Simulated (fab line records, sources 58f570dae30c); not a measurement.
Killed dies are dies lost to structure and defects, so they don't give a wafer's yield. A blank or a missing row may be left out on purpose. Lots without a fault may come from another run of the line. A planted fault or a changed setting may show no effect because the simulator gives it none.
fab line records | flow berkeley_cmos170
record lots=14 wafers=42 last_day=13
route steps=331 shown NWELL@28
lots that met no fault: from a run of the same line without faults
start_h: hours from the record's first day to the start of the lot's first wafer shown | wait_h: hours since the lot's step before | " the same as in the row above | L1.1+2: a row that stands for several wafers | - no value, or no start given | * or withheld: withheld | < > ~ a bound
route shown NAME@n: a module of which the file shows steps, and the number in the route of the first | usual: mean/standard deviation of fault-free wafers | same: alike in all rows | chamber/n: place in a boat | sites: the reading at each site | _std_site: their standard deviation | _edge_site: outer sites' mean less inner sites' | radius_mm: how far each site lies from the wafer's centre | mask NAME#n: copy n | behind: the tool/chamber that last shaped the wafer | hold: why the lot was held/for how many hours/how that ended | device: the transistor (n, p or np) that didn't switch | end of line: the same wafers' tests at the end of the route | a step without rows: its recipe alone | killed: dies lost to structure and defects at the first sort, not the wafer's yield | map: a wafer's dies, x killed, . not, _ none there
set.NAME: the setting as run; set.NAME@STEP: as run at that earlier step | model.NAME: the simulator's own value behind a step, which no gauge read
steps of the route over a sample of lots; a table a step, a row a wafer
services: from which hour (start_h, from the record's first day; less than 0 if before it) a tool's chamber was out of use, for how many hours, and why
## steps
# step UCB170_NWELL_IMPLANT_14
# recipe species=P dose_cm2=1e+13 energy_kev=149.2 tilt_deg=7
# usual dose_ions_cm2=1.0002e+13/1.2e+10 faraday_current_uA=31.7/0.66
# columns lot.wafer tool chamber start_h wait_h dose_ions_cm2 faraday_current_uA
L611.2 implanter-01 0 50.04 0.1 9.981e+12 31.4
L611.3 " 0 " " 9.995e+12 29.4
L611.6 " 0 " " 1.0013e+13 31.5
L612.2 implanter-01 0 50.31 0.1 9.997e+12 32.0
L612.3 " 0 " " 9.995e+12 31.3
L612.4 " 0 " " 1.0017e+13 31.5
L613.2 implanter-01 0 57.64 0.1 9.982e+12 31.7
L613.5 " 0 " " 1.0008e+13 32.3
L613.6 " 0 " " 9.981e+12 31.4
L615.2 implanter-01 0 65.48 0.1 9.991e+12 31.0
L615.4 " 0 " " 9.985e+12 30.6
L615.6 " 0 " " 9.999e+12 32.1
L614.1 implanter-03 0 65.85 0.1 9.999e+12 31.7
L614.3 " 0 " " 9.989e+12 32.4
L614.6 " 0 " " 9.996e+12 32.2
L616.2 implanter-03 0 74.40 0.1 1.0006e+13 32.4
L616.4 " 0 " " 1.0011e+13 32.2
L616.5 " 0 " " 1.001e+13 31.6
L618.1 implanter-04 0 78.25 0.1 1.0014e+13 32.4
L618.4 " 0 " " 1.0018e+13 31.8
L618.5 " 0 " " 1.0011e+13 32.2
L619.1 implanter-01 0 87.05 0.1 9.995e+12 31.3
L619.2 " 0 " " 9.999e+12 32.6
L619.5 " 0 " " 1.0002e+13 31.5
L620.2 implanter-03 0 87.18 0.1 1.0011e+13 33.5
L620.4 " 0 " " 1.0011e+13 31.9
L620.5 " 0 " " 1.0008e+13 32.2
L621.2 implanter-01 0 93.90 0.1 1.0029e+13 31.9
L621.3 " 0 " " 9.996e+12 30.9
L621.6 " 0 " " 1.0003e+13 31.6
L623.3 implanter-04 0 103.22 0.1 1.0018e+13 32.7
L623.4 " 0 " " 1.001e+13 31.1
L623.5 " 0 " " 1.0013e+13 31.6
L624.2 implanter-01 0 103.47 0.1 9.98e+12 30.9
L624.3 " 0 " " 1.0021e+13 31.4
L624.4 " 0 " " 9.992e+12 31.1
L625.3 implanter-01 0 112.62 0.1 4.908e+12 15.9
L625.5 " 0 " " 4.909e+12 16.1
L625.6 " 0 " " 4.942e+12 15.3
L629.1 implanter-01 0 137.03 0.1 4.899e+12 15.3
L629.3 " 0 " " 4.891e+12 15.5
L629.4 " 0 " " 4.897e+12 15.2
# step UCB170_NWELL_TW_MEAS_16
# usual NWELL_TW=1242/7
# columns lot.wafer tool chamber start_h wait_h NWELL_TW
L611.2 film_metro-03 - 50.27 0.1 1247
L611.3 " - " " 1249
L611.6 " - " " 1250
L612.2 film_metro-02 - 50.55 0.1 1233
L612.3 " - " " 1239
L612.4 " - " " 1237
L613.2 film_metro-01 - 57.87 0.1 1233
L613.5 " - " " 1238
L613.6 " - " " 1234
L615.2 film_metro-02 - 65.72 0.1 1236
L615.4 " - " " 1236
L615.6 " - " " 1235
L614.1 film_metro-02 - 66.10 0.1 1233
L614.3 " - " " 1238
L614.6 " - " " 1244
L616.2 film_metro-02 - 74.63 0.1 1246
L616.4 " - " " 1240
L616.5 " - " " 1245
L618.1 film_metro-03 - 78.50 0.1 1236
L618.4 " - " " 1242
L618.5 " - " " 1245
L619.1 film_metro-03 - 87.30 0.1 1242
L619.2 " - " " 1244
L619.5 " - " " 1243
L620.2 film_metro-02 - 87.41 0.1 1236
L620.4 " - " " 1237
L620.5 " - " " 1241
L621.2 film_metro-03 - 94.13 0.1 1246
L621.3 " - " " 1243
L621.6 " - " " 1237
L623.3 film_metro-03 - 103.56 0.2 1250
L623.4 " - " " 1249
L623.5 " - " " 1242
L624.2 film_metro-03 - 103.70 0.1 1241
L624.3 " - " " 1243
L624.4 " - " " 1242
L625.3 film_metro-01 - 112.84 0.1 983
L625.5 " - " " 981
L625.6 " - " " 984
L629.1 film_metro-01 - 137.28 0.1 982
L629.3 " - " " 982
L629.4 " - " " 973
## services
# columns tool chamber start_h hours kind
implanter-03 - 27.46 32.0 repair
implanter-03 - 29.27 3.4 repair
implanter-04 - 35.68 5.5 pm
implanter-03 - 59.43 2.9 pm
implanter-04 - 67.24 10.6 pm
## key
first_sign step=UCB170_NWELL_IMPLANT_14 reading=dose_ions_cm2 direction=down sigmas=99+ usual=1.0002e+13 struck=4.908e+12
effect step=UCB170_NWELL_IMPLANT_14 reading=faraday_current_uA direction=down sigmas=25 usual=31.7 struck=15.6
effect step=UCB170_NWELL_TW_MEAS_16 reading=NWELL_TW direction=down sigmas=37 usual=1242 struck=981
met_at UCB170_NWELL_IMPLANT_14
struck_lots L625,L629
sort_left_out L625.3,L625.5,L625.6
tester_left_out L625,L629
onset_between 103.47 112.62
fault kind=process_parameter_drift tool=implanter-01 chamber=- onset_h=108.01 steps=UCB170_NWELL_IMPLANT_14 channel=dose_cm2 offset=-5.1039e+12 shape=step end_h=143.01 acts_in=these_recipes_only stated=1e+13
# tester_left_out: of these lots the tester's yield and bins aren't shown, on N5 and GAA mostly nor the transistor test; their killed dies are dies lost to structure and defects alone, not to doping, threshold or leakage, so they don't give the yield
# sort_left_out: the simulated sort isn't trusted on such a fault, so these wafers' sort isn't shown, and their yield isn't known
